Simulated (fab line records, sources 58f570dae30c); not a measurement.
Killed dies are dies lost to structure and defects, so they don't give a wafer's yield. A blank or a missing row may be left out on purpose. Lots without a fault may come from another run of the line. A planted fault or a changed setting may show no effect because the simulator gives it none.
fab line records | flow berkeley_cmos170
record lots=14 wafers=42 last_day=11
route steps=331 shown GATE@127
lots that met no fault: from a run of the same line without faults
start_h: hours from the record's first day to the start of the lot's first wafer shown | wait_h: hours since the lot's step before | " the same as in the row above | L1.1+2: a row that stands for several wafers | - no value, or no start given | * or withheld: withheld | < > ~ a bound
route shown NAME@n: a module of which the file shows steps, and the number in the route of the first | usual: mean/standard deviation of fault-free wafers | same: alike in all rows | chamber/n: place in a boat | sites: the reading at each site | _std_site: their standard deviation | _edge_site: outer sites' mean less inner sites' | radius_mm: how far each site lies from the wafer's centre | mask NAME#n: copy n | behind: the tool/chamber that last shaped the wafer | hold: why the lot was held/for how many hours/how that ended | device: the transistor (n, p or np) that didn't switch | end of line: the same wafers' tests at the end of the route | a step without rows: its recipe alone | killed: dies lost to structure and defects at the first sort, not the wafer's yield | map: a wafer's dies, x killed, . not, _ none there
set.NAME: the setting as run; set.NAME@STEP: as run at that earlier step | model.NAME: the simulator's own value behind a step, which no gauge read
steps of the route over a sample of lots; a table a step, a row a wafer
services: from which hour (start_h, from the record's first day; less than 0 if before it) a tool's chamber was out of use, for how many hours, and why
## steps
# step UCB170_GATE_OXIDATION_01
# recipe temp_c=850 ambient=O2 target_thk_a=66 ox_time_s=1800
# usual ox_temp_c_max=853.7/1
# columns lot.wafer tool chamber start_h wait_h ox_temp_c_max
L964.2 furnace-03 0 124.20 2.4 853.7
L964.5 " 0 " " 853.7
L964.6 " 0 " " 855.2
L965.1 furnace-03 0 124.20 2.6 853.5
L965.3 " 0 " " 854.6
L965.6 " 0 " " 853.9
L970.4 furnace-01 0 151.57 3.0 853.3
L970.5 " 0 " " 851.8
L970.6 " 0 " " 852.6
L970.4 furnace-01 0 154.57 1.5 853.1
L970.5 " 0 " " 852.5
L970.6 " 0 " " 853.4
L971.2 furnace-01 0 151.57 3.0 853.4
L971.4 " 0 " " 852.8
L971.6 " 0 " " 852.4
L972.2 furnace-01 0 154.57 1.7 852.2
L972.3 " 0 " " 852.3
L972.4 " 0 " " 852.0
L972.2 furnace-03 0 157.12 1.0 854.3
L972.3 " 0 " " 854.8
L972.4 " 0 " " 854.1
L976.4 furnace-03 0 187.95 2.1 856.1
L976.5 " 0 " " 855.6
L976.6 " 0 " " 855.0
L977.2 furnace-03 0 187.95 1.9 854.3
L977.3 " 0 " " 854.4
L977.4 " 0 " " 854.6
L980.1 furnace-04 0 200.68 4.3 853.0
L980.2 " 0 " " 853.5
L980.5 " 0 " " 853.1
L982.1 furnace-04 0 209.28 3.5 853.5
L982.4 " 0 " " 852.9
L982.5 " 0 " " 854.3
L983.4 furnace-04 0 209.28 3.0 853.5
L983.5 " 0 " " 852.7
L983.6 " 0 " " 853.2
L984.4 furnace-04 0 209.28 3.3 853.2
L984.5 " 0 " " 852.9
L984.6 " 0 " " 853.0
L985.2 furnace-01 0 222.62 2.9 851.7
L985.4 " 0 " " 852.6
L985.5 " 0 " " 852.5
L986.3 furnace-01 0 222.62 2.3 852.2
L986.5 " 0 " " 852.6
L986.6 " 0 " " 853.0
L987.1 furnace-01 0 226.87 2.5 853.6
L987.2 " 0 " " 853.8
L987.4 " 0 " " 854.7
# step UCB170_GATE_THK_MEAS_02
# recipe reads=SiO2_of_GATE_OXIDATION_01
# usual GATE_OXIDE_THK=6.56/0.11
# columns lot.wafer tool chamber start_h wait_h GATE_OXIDE_THK[nm]
L965.1 film_metro-01 - 125.70 0.0 6.43
L965.3 " - " " 6.49
L965.6 " - " " 6.60
L964.2 film_metro-03 - 125.71 0.0 6.54
L964.5 " - " " 6.43
L964.6 " - " " 6.64
L971.2 film_metro-03 - 153.08 0.0 6.58
L971.4 " - " " 6.45
L971.6 " - " " 6.54
L970.4 film_metro-02 - 156.16 0.1 10.86
L970.5 " - " " 10.79
L970.6 " - " " 10.77
L972.2 film_metro-02 - 158.63 0.0 10.85
L972.3 " - " " 11.00
L972.4 " - " " 10.60
L976.4 film_metro-03 - 189.49 0.0 6.63
L976.5 " - " " 6.60
L976.6 " - " " 6.64
L977.2 film_metro-01 - 189.52 0.1 6.57
L977.3 " - " " 6.56
L977.4 " - " " 6.62
L980.1 film_metro-03 - 202.18 0.0 6.62
L980.2 " - " " 6.54
L980.5 " - " " 6.65
L982.1 film_metro-03 - 210.78 0.0 6.65
L982.4 " - " " 6.62
L982.5 " - " " 6.45
L983.4 film_metro-01 - 210.81 0.0 6.50
L983.5 " - " " 6.56
L983.6 " - " " 6.44
L984.4 film_metro-02 - 210.81 0.0 6.62
L984.5 " - " " 6.58
L984.6 " - " " 6.50
L985.2 film_metro-03 - 224.13 0.0 6.75
L985.4 " - " " 6.74
L985.5 " - " " 6.75
L986.3 film_metro-01 - 224.14 0.0 6.58
L986.5 " - " " 6.75
L986.6 " - " " 6.52
L987.1 film_metro-01 - 228.37 0.0 6.69
L987.2 " - " " 6.67
L987.4 " - " " 6.69
## services
# columns tool chamber start_h hours kind
furnace-03 - 113.06 3.0 pm
furnace-03 - 133.86 3.8 pm
## key
first_sign step=UCB170_GATE_OXIDATION_01 reading=visit direction=added
effect step=UCB170_GATE_THK_MEAS_02 reading=GATE_OXIDE_THK direction=up sigmas=37 usual=6.56 struck=10.81
met_at UCB170_GATE_OXIDATION_01
struck_lots L970,L972
rows_end L970.4,L970.5,L970.6
tester_left_out L972
fault kind=repeated_step_whole tool=furnace-01,furnace-03,furnace-04 chamber=- onset_h=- steps=UCB170_GATE_OXIDATION_01 times=1 scope=struck_lots_only
# tester_left_out: of these lots the tester's yield and bins aren't shown, on N5 and GAA mostly nor the transistor test; their killed dies are dies lost to structure and defects alone, not to doping, threshold or leakage, so they don't give the yield
# rows_end: these wafers met a further fault down the route, and their rows from its step on are left out
